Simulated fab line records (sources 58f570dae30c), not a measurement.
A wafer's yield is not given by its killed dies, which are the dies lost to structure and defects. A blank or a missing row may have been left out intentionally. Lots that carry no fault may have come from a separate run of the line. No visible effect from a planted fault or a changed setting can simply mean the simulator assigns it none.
What tool caused it?    flow berkeleyCmos170    6 lots with 18 wafers sampled at 2 steps, on a route of 331 steps

WHAT EACH GAUGE READ, for each wafer
UCB170_PSD_OVL_MEAS_07.
lot   measured     on          PSD_OVL (nm)
L342  day 6 19:55  overlay-02  2 4 4
L349  day 8 02:49  overlay-01  -160 -151 -156
L351  day 8 15:19  overlay-01  -5 -10 -6
L355  day 9 18:12  overlay-01  -8 -5 -16
L357  day 9 18:37  overlay-02  5 -12 -6
L359  day 9 21:46  overlay-02  0 3 6

TOOL THAT RAN EACH LOT (tool first, then ch and the chambers of the sampled wafers, then the start)
lot   UCB170_PSD_EXPOSE_03
L342  krfScanner-01 ch 0, day 6 19:00
L349  krfScanner-02 ch 0, day 8 01:58
L351  krfScanner-01 ch 0, day 8 14:47
L355  krfScanner-01 ch 0, day 9 17:14
L357  krfScanner-01 ch 0, day 9 17:43
L359  krfScanner-01 ch 0, day 9 21:13
- UCB170_PSD_EXPOSE_03: exposes mask PSELECT MOD, target cd 1200 nm.

THE ANSWER, worked out from the rows above alone
Rule: what is usual is taken from the lots themselves. The widest of any qualifying gaps counts: lots, ordered by their means at a reading, are off when they make up no more than a third of the lots, leave a main group of 4 or more, and stand apart from it by 3 or more times the standard deviation of that group's means. A main group whose means are all the same, to the digits that the tables above print for the reading, isn't used. A lot without any number at a reading at which 4 lots or more have one is off too. All remaining lots with rows at the step are treated as sound.
Off: L349, at UCB170_PSD_OVL_MEAS_07 (PSD_OVL). For the main group the mean is -3 nm and the standard deviation 5.3.
If a tool, at a process step before that reading, ran all the lots that are off and no sound lot after the first of them, it fits. Gauges at UCB170_PSD_OVL_MEAS_07: tried the same way as those tools. One fits: krfScanner-02 at UCB170_PSD_EXPOSE_03. It ran no sound lot before its first lot that is off in this sample, so the start can't be narrowed down.

WHAT WAS PUT IN BY THE SIMULATOR
Scanner matching overlay: krfScanner-02, from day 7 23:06 on, at UCB170_PSD_EXPOSE_03. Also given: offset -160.
Struck lots among those shown: L349. The rule above reached the same finding.
